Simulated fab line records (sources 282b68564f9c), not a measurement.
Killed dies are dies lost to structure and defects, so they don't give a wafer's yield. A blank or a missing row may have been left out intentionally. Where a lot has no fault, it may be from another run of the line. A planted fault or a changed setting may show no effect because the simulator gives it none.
Chamber matching    flow ritCmos    rieSi-01 running RIT_GATE_ETCH_19: 4 sister chambers
The step etches poly-Si in SF6/CHF3/O2, stops on SiO2, time 165 s, target depth 312.5 nm. 8 wafers are shown with their chamber, then 7 later ones without.

## WAFERS WITH THEIR CHAMBER
wafer   chamber  throttleValvePct (%)  oesProductAu (a.u.)
L877.6  2        10.20                 0.846
L879.4  1        10.18                 0.836
L881.6  0        10.39                 0.875
L882.1  3        9.97                  0.861
L882.3  1        10.19                 0.840
L882.4  0        10.40                 0.874
L883.1  2        10.19                 0.845
L883.2  3        9.97                  0.863

## WAFERS WITH NO CHAMBER GIVEN
wafer   throttleValvePct (%)  oesProductAu (a.u.)
L883.3  10.18                 0.832
L884.2  10.41                 0.875
L884.4  10.21                 0.842
L884.6  9.95                  0.871
L898.1  10.19                 0.848
L898.2  10.40                 0.862
L898.6  9.96                  0.868

## WHICH CHAMBER EACH WENT THROUGH
wafer    from the rows above       in truth
L883.3   1                         1
L884.2   0                         0
L884.4   can't be placed: 2 or 1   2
L884.6   3                         3
L898.1   2                         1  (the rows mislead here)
L898.2   0                         0
L898.6   3                         3
Correctly placed: 5 of 7. From these rows, 1 cannot be placed; in 1 the true chamber is one of the candidates. Wrongly placed: 1.
How it was worked out, from the rows above alone: a wafer's distance from a chamber is the root of the sum, over the readings, of the square of ((its reading less the chamber's mean) divided by the reading's scatter). The wafer belongs to the nearest chamber; if the next one is less than 2 further off, it can't be placed. Each chamber's mean is taken over the wafers shown for it. The scatter: take each reading less its chamber's mean, square it, sum over the shown wafers, divide by the number of wafers less the number of chambers, and take the root.
